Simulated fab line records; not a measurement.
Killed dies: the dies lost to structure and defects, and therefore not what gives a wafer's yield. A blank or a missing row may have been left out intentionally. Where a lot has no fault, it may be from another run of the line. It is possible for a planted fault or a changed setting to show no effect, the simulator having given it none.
fab line records :: flow berkeley_cmos170
record
  lots=6
  wafers=18
  last_day=10
route steps=331 shown FIELD@89 SACOX@97 SCREENOX@100
lots that met no fault: taken from a fault-free run of the same line
start_h: the number of hours between the record's first day and the start of the first shown wafer of the lot :: wait_h: how many hours have passed since the lot's step before this one :: " the same as in the row above :: L1.1+2: a single row standing in for several wafers :: - either no value or no given start :: * or withheld: withheld :: < > ~ a bound
route shown NAME@n: a module of which the file shows steps, and the number in the route of the first :: usual: average and standard deviation across the fault-free wafers :: same: alike in all rows :: chamber/n: place in a boat :: sites: per-site readings :: _std_site: the standard deviation of these :: _edge_site: inner sites' mean taken away from outer sites' mean :: radius_mm: for every site, how far away it sits from the centre of the wafer :: mask NAME#n: copy n :: behind: the tool/chamber that last shaped the wafer :: hold: the reason the lot was held/the length of the hold in hours/how it ended :: device: which transistor (n, p or np) failed to switch :: end of line: the route-end tests of the same wafers :: step lacking rows: just its recipe :: killed: the dies lost at the first sort to structure and to defects; this is not the yield of the wafer :: map: shows each die of a wafer: x if killed, . if not, _ if none is there
set.NAME: the setting the step ran with; set.NAME@STEP: the setting that earlier step ran with :: model.NAME: the simulator's own value behind a step, which no gauge read
a table for each step, a row for each wafer; lots at some steps of the route
services: a tool's chamber out of use, with start hour (start_h, from the record's first day; less than 0 if before it), hours out, and reason
## steps
# step UCB170_FIELD_CLEAN_00
# recipe
  chemistry=dHF
  dilution=25:1
  time_s=7.5
# step UCB170_FIELD_OXIDATION_01
# recipe
  temp_c=1000
  ambient=H2O
  p_h2o_torr=584.62
  target_thk_a=5583
  ox_time_s=7200
# step UCB170_FIELD_THK_MEAS_02
# recipe
  reads=SiO2_of_FIELD_OXIDATION_01
# usual
  FIELD_OXIDE_THK=562/8.8
lot.wafer: L722.3
tool: film_metro-03
chamber: -
start_h: 95.22
wait_h: 0.0
FIELD_OXIDE_THK[nm]: 572

lot.wafer: L722.5
tool: film_metro-03
chamber: -
start_h: 95.22
wait_h: 0.0
FIELD_OXIDE_THK[nm]: 563

lot.wafer: L722.6
tool: film_metro-03
chamber: -
start_h: 95.22
wait_h: 0.0
FIELD_OXIDE_THK[nm]: 569

lot.wafer: L721.1
tool: film_metro-01
chamber: -
start_h: 95.26
wait_h: 0.1
FIELD_OXIDE_THK[nm]: 568

lot.wafer: L721.3
tool: film_metro-01
chamber: -
start_h: 95.26
wait_h: 0.1
FIELD_OXIDE_THK[nm]: 562

lot.wafer: L721.6
tool: film_metro-01
chamber: -
start_h: 95.26
wait_h: 0.1
FIELD_OXIDE_THK[nm]: 571

lot.wafer: L723.1
tool: film_metro-03
chamber: -
start_h: 113.77
wait_h: 0.0
FIELD_OXIDE_THK[nm]: 568

lot.wafer: L723.3
tool: film_metro-03
chamber: -
start_h: 113.77
wait_h: 0.0
FIELD_OXIDE_THK[nm]: 564

lot.wafer: L723.5
tool: film_metro-03
chamber: -
start_h: 113.77
wait_h: 0.0
FIELD_OXIDE_THK[nm]: 563

lot.wafer: L732.1
tool: film_metro-02
chamber: -
start_h: 152.56
wait_h: 0.1
FIELD_OXIDE_THK[nm]: 548

lot.wafer: L732.2
tool: film_metro-02
chamber: -
start_h: 152.56
wait_h: 0.1
FIELD_OXIDE_THK[nm]: 551

lot.wafer: L732.5
tool: film_metro-02
chamber: -
start_h: 152.56
wait_h: 0.1
FIELD_OXIDE_THK[nm]: 557

lot.wafer: L740.4
tool: film_metro-03
chamber: -
start_h: 196.52
wait_h: 0.0
FIELD_OXIDE_THK[nm]: 566

lot.wafer: L740.5
tool: film_metro-03
chamber: -
start_h: 196.52
wait_h: 0.0
FIELD_OXIDE_THK[nm]: 572

lot.wafer: L740.6
tool: film_metro-03
chamber: -
start_h: 196.52
wait_h: 0.0
FIELD_OXIDE_THK[nm]: 562

lot.wafer: L741.1
tool: film_metro-01
chamber: -
start_h: 208.17
wait_h: 0.0
FIELD_OXIDE_THK[nm]: 546

lot.wafer: L741.2
tool: film_metro-01
chamber: -
start_h: 208.17
wait_h: 0.0
FIELD_OXIDE_THK[nm]: 551

lot.wafer: L741.4
tool: film_metro-01
chamber: -
start_h: 208.17
wait_h: 0.0
FIELD_OXIDE_THK[nm]: 541
# step UCB170_FIELD_ANNEAL_03
# recipe
  temp_c=1000
  time_s=1200
  ambient=N2
# step UCB170_FIELD_WET_ETCH_04
# recipe
  chemistry=dHF
  dilution=10:1
  target=SiO2
  temp_c=25
  time_s=60
# step UCB170_FIELD_WET_ETCH_05
# recipe
  chemistry=H3PO4
  target=Si3N4
  temp_c=160
  time_s=12600
# step UCB170_FIELD_WET_ETCH_06
# recipe
  chemistry=BOE
  dilution=5:1
  target=SiO2
  temp_c=25
  time_s=22
# step UCB170_FIELD_THK_MEAS_90
# recipe
  reads=SiO2_of_FIELD_OXIDATION_01
# usual
  FIELD_OXIDE_LEFT_1_THK=445/8.8
lot.wafer: L722.3
tool: film_metro-03
chamber: -
start_h: 104.44
wait_h: 0.1
FIELD_OXIDE_LEFT_1_THK[nm]: 454

lot.wafer: L722.5
tool: film_metro-03
chamber: -
start_h: 104.44
wait_h: 0.1
FIELD_OXIDE_LEFT_1_THK[nm]: 446

lot.wafer: L722.6
tool: film_metro-03
chamber: -
start_h: 104.44
wait_h: 0.1
FIELD_OXIDE_LEFT_1_THK[nm]: 452

lot.wafer: L721.1
tool: film_metro-01
chamber: -
start_h: 104.47
wait_h: 0.1
FIELD_OXIDE_LEFT_1_THK[nm]: 451

lot.wafer: L721.3
tool: film_metro-01
chamber: -
start_h: 104.47
wait_h: 0.1
FIELD_OXIDE_LEFT_1_THK[nm]: 445

lot.wafer: L721.6
tool: film_metro-01
chamber: -
start_h: 104.47
wait_h: 0.1
FIELD_OXIDE_LEFT_1_THK[nm]: 453

lot.wafer: L723.1
tool: film_metro-03
chamber: -
start_h: 124.70
wait_h: 0.0
FIELD_OXIDE_LEFT_1_THK[nm]: 451

lot.wafer: L723.3
tool: film_metro-03
chamber: -
start_h: 124.70
wait_h: 0.0
FIELD_OXIDE_LEFT_1_THK[nm]: 447

lot.wafer: L723.5
tool: film_metro-03
chamber: -
start_h: 124.70
wait_h: 0.0
FIELD_OXIDE_LEFT_1_THK[nm]: 446

lot.wafer: L732.1
tool: film_metro-03
chamber: -
start_h: 159.02
wait_h: 0.0
FIELD_OXIDE_LEFT_1_THK[nm]: 431

lot.wafer: L732.2
tool: film_metro-03
chamber: -
start_h: 159.02
wait_h: 0.0
FIELD_OXIDE_LEFT_1_THK[nm]: 433

lot.wafer: L732.5
tool: film_metro-03
chamber: -
start_h: 159.02
wait_h: 0.0
FIELD_OXIDE_LEFT_1_THK[nm]: 438

lot.wafer: L740.4
tool: film_metro-03
chamber: -
start_h: 202.90
wait_h: 0.0
FIELD_OXIDE_LEFT_1_THK[nm]: 449

lot.wafer: L740.5
tool: film_metro-03
chamber: -
start_h: 202.90
wait_h: 0.0
FIELD_OXIDE_LEFT_1_THK[nm]: 456

lot.wafer: L740.6
tool: film_metro-03
chamber: -
start_h: 202.90
wait_h: 0.0
FIELD_OXIDE_LEFT_1_THK[nm]: 446

lot.wafer: L741.1
tool: film_metro-02
chamber: -
start_h: 216.79
wait_h: 0.0
FIELD_OXIDE_LEFT_1_THK[nm]: 429

lot.wafer: L741.2
tool: film_metro-02
chamber: -
start_h: 216.79
wait_h: 0.0
FIELD_OXIDE_LEFT_1_THK[nm]: 435

lot.wafer: L741.4
tool: film_metro-02
chamber: -
start_h: 216.79
wait_h: 0.0
FIELD_OXIDE_LEFT_1_THK[nm]: 424
# step UCB170_SACOX_CLEAN_00
# recipe
  chemistry=dHF
  dilution=25:1
  time_s=7.5
# step UCB170_SACOX_OXIDATION_01
# recipe
  temp_c=900
  ambient=O2
  target_thk_a=144
  ox_time_s=2400
# step UCB170_SACOX_THK_MEAS_02
# recipe
  reads=SiO2_of_SACOX_OXIDATION_01
# usual
  SACOX_OXIDE_THK=14.3/0.36
lot.wafer: L721.1
tool: film_metro-01
chamber: -
start_h: 110.77
wait_h: 0.0
SACOX_OXIDE_THK[nm]: 14.1

lot.wafer: L721.3
tool: film_metro-01
chamber: -
start_h: 110.77
wait_h: 0.0
SACOX_OXIDE_THK[nm]: 14.1

lot.wafer: L721.6
tool: film_metro-01
chamber: -
start_h: 110.77
wait_h: 0.0
SACOX_OXIDE_THK[nm]: 14.2

lot.wafer: L722.3
tool: film_metro-04
chamber: -
start_h: 110.79
wait_h: 0.0
SACOX_OXIDE_THK[nm]: 15.1

lot.wafer: L722.5
tool: film_metro-04
chamber: -
start_h: 110.79
wait_h: 0.0
SACOX_OXIDE_THK[nm]: 15.0

lot.wafer: L722.6
tool: film_metro-04
chamber: -
start_h: 110.79
wait_h: 0.0
SACOX_OXIDE_THK[nm]: 14.9

lot.wafer: L723.1
tool: film_metro-02
chamber: -
start_h: 128.98
wait_h: 0.0
SACOX_OXIDE_THK[nm]: 14.7

lot.wafer: L723.3
tool: film_metro-02
chamber: -
start_h: 128.98
wait_h: 0.0
SACOX_OXIDE_THK[nm]: 14.6

lot.wafer: L723.5
tool: film_metro-02
chamber: -
start_h: 128.98
wait_h: 0.0
SACOX_OXIDE_THK[nm]: 14.5

lot.wafer: L732.1
tool: film_metro-01
chamber: -
start_h: 162.11
wait_h: 0.0
SACOX_OXIDE_THK[nm]: 14.3

lot.wafer: L732.2
tool: film_metro-01
chamber: -
start_h: 162.11
wait_h: 0.0
SACOX_OXIDE_THK[nm]: 14.0

lot.wafer: L732.5
tool: film_metro-01
chamber: -
start_h: 162.11
wait_h: 0.0
SACOX_OXIDE_THK[nm]: 14.1

lot.wafer: L740.4
tool: film_metro-02
chamber: -
start_h: 209.87
wait_h: 0.0
SACOX_OXIDE_THK[nm]: 14.4

lot.wafer: L740.5
tool: film_metro-02
chamber: -
start_h: 209.87
wait_h: 0.0
SACOX_OXIDE_THK[nm]: 14.2

lot.wafer: L740.6
tool: film_metro-02
chamber: -
start_h: 209.87
wait_h: 0.0
SACOX_OXIDE_THK[nm]: 14.0

lot.wafer: L741.1
tool: film_metro-02
chamber: -
start_h: 221.97
wait_h: 0.0
SACOX_OXIDE_THK[nm]: 14.3

lot.wafer: L741.2
tool: film_metro-02
chamber: -
start_h: 221.97
wait_h: 0.0
SACOX_OXIDE_THK[nm]: 14.4

lot.wafer: L741.4
tool: film_metro-02
chamber: -
start_h: 221.97
wait_h: 0.0
SACOX_OXIDE_THK[nm]: 14.4
# step UCB170_SCREENOX_WET_ETCH_00
# recipe
  chemistry=dHF
  dilution=25:1
  target=SiO2
  temp_c=25
  time_s=200
# step UCB170_SCREENOX_OXIDATION_01
# recipe
  temp_c=900
  ambient=O2
  target_thk_a=144
  ox_time_s=2400
# usual
  ox_temp_c=900.0/0.38
  ox_temp_c_max=904.1/1.2
  spike_tc_load_C=922.7/2
  zone_power_source_pct=26.7/2.2
lot.wafer: L721.1
tool: furnace-01
chamber: 0
start_h: 111.73
wait_h: 0.6
ox_temp_c: 900.0
ox_temp_c_max: 906.6
spike_tc_load_C: 924.2
zone_power_source_pct: 30.1

lot.wafer: L721.3
tool: furnace-01
chamber: 0
start_h: 111.73
wait_h: 0.6
ox_temp_c: 900.4
ox_temp_c_max: 905.7
spike_tc_load_C: 924.7
zone_power_source_pct: 29.7

lot.wafer: L721.6
tool: furnace-01
chamber: 0
start_h: 111.73
wait_h: 0.6
ox_temp_c: 900.2
ox_temp_c_max: 906.9
spike_tc_load_C: 922.5
zone_power_source_pct: 29.9

lot.wafer: L722.3
tool: furnace-01
chamber: 0
start_h: 111.73
wait_h: 0.6
ox_temp_c: 900.7
ox_temp_c_max: 907.4
spike_tc_load_C: 925.8
zone_power_source_pct: 29.6

lot.wafer: L722.5
tool: furnace-01
chamber: 0
start_h: 111.73
wait_h: 0.6
ox_temp_c: 899.8
ox_temp_c_max: 904.5
spike_tc_load_C: 926.3
zone_power_source_pct: 29.7

lot.wafer: L722.6
tool: furnace-01
chamber: 0
start_h: 111.73
wait_h: 0.6
ox_temp_c: 899.9
ox_temp_c_max: 905.5
spike_tc_load_C: 921.7
zone_power_source_pct: 30.5

lot.wafer: L723.1
tool: furnace-04
chamber: 0
start_h: 132.48
wait_h: 3.4
ox_temp_c: 899.3
ox_temp_c_max: 903.3
spike_tc_load_C: 924.0
zone_power_source_pct: 26.9

lot.wafer: L723.3
tool: furnace-04
chamber: 0
start_h: 132.48
wait_h: 3.4
ox_temp_c: 900.0
ox_temp_c_max: 903.4
spike_tc_load_C: 923.4
zone_power_source_pct: 27.0

lot.wafer: L723.5
tool: furnace-04
chamber: 0
start_h: 132.48
wait_h: 3.4
ox_temp_c: 900.3
ox_temp_c_max: 903.9
spike_tc_load_C: 922.7
zone_power_source_pct: 26.6

lot.wafer: L732.1
tool: furnace-02
chamber: 0
start_h: 164.94
wait_h: 2.7
ox_temp_c: 899.7
ox_temp_c_max: 903.2
spike_tc_load_C: 921.0
zone_power_source_pct: 24.4

lot.wafer: L732.2
tool: furnace-02
chamber: 0
start_h: 164.94
wait_h: 2.7
ox_temp_c: 900.0
ox_temp_c_max: 903.3
spike_tc_load_C: 922.0
zone_power_source_pct: 24.3

lot.wafer: L732.5
tool: furnace-02
chamber: 0
start_h: 164.94
wait_h: 2.7
ox_temp_c: 900.2
ox_temp_c_max: 904.7
spike_tc_load_C: 922.9
zone_power_source_pct: 25.2

lot.wafer: L740.4
tool: furnace-02
chamber: -
start_h: 212.44
wait_h: 2.5
ox_temp_c: -
ox_temp_c_max: -
spike_tc_load_C: -
zone_power_source_pct: -

lot.wafer: L740.5
tool: furnace-02
chamber: -
start_h: 212.44
wait_h: 2.5
ox_temp_c: -
ox_temp_c_max: -
spike_tc_load_C: -
zone_power_source_pct: -

lot.wafer: L740.6
tool: furnace-02
chamber: -
start_h: 212.44
wait_h: 2.5
ox_temp_c: -
ox_temp_c_max: -
spike_tc_load_C: -
zone_power_source_pct: -

lot.wafer: L741.1
tool: furnace-01
chamber: -
start_h: 226.44
wait_h: 3.2
ox_temp_c: -
ox_temp_c_max: -
spike_tc_load_C: -
zone_power_source_pct: -

lot.wafer: L741.2
tool: furnace-01
chamber: -
start_h: 226.44
wait_h: 3.2
ox_temp_c: -
ox_temp_c_max: -
spike_tc_load_C: -
zone_power_source_pct: -

lot.wafer: L741.4
tool: furnace-01
chamber: -
start_h: 226.44
wait_h: 3.2
ox_temp_c: -
ox_temp_c_max: -
spike_tc_load_C: -
zone_power_source_pct: -
## services
tool: furnace-04
chamber: -
start_h: 88.70
hours: 3.9
kind: pm

tool: furnace-04
chamber: -
start_h: 92.59
hours: 17.4
kind: pm

tool: furnace-01
chamber: -
start_h: 145.19
hours: 2.8
kind: pm

tool: furnace-01
chamber: -
start_h: 176.20
hours: 3.1
kind: pm

tool: furnace-02
chamber: -
start_h: 179.35
hours: 4.5
kind: pm

tool: furnace-02
chamber: -
start_h: 217.10
hours: 3.9
kind: pm
## key
first_sign
  step=UCB170_SCREENOX_OXIDATION_01
  reading=tool_record
  direction=missing
effect none on later readings
met_at UCB170_SCREENOX_OXIDATION_01
struck_wafers L740.4,L740.5,L740.6,L741.1,L741.2,L741.4
later_rows_left_out L740.4,L740.5,L740.6,L741.1,L741.2,L741.4
sort_left_out L740.4,L740.5,L740.6,L741.1,L741.2,L741.4
tester_left_out L740,L741
onset_between 164.94 212.44
fault
  kind=skipped_step_whole
  tool=furnace-01,furnace-02
  chamber=-
  onset_h=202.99
  steps=UCB170_SCREENOX_OXIDATION_01
  scope=struck_lots_only
# tester_left_out: of these lots the tester's yield and bins aren't shown, on N5 and GAA mostly nor the transistor test; their killed dies are dies lost to structure and defects alone, not to doping, threshold or leakage, so they don't give the yield
# sort_left_out: the simulated sort isn't trusted on such a fault, so these wafers' sort isn't shown, and their yield isn't known
# later_rows_left_out: the simulator's readings of these wafers behind a module that went badly wrong aren't trusted and aren't shown, but for the sort
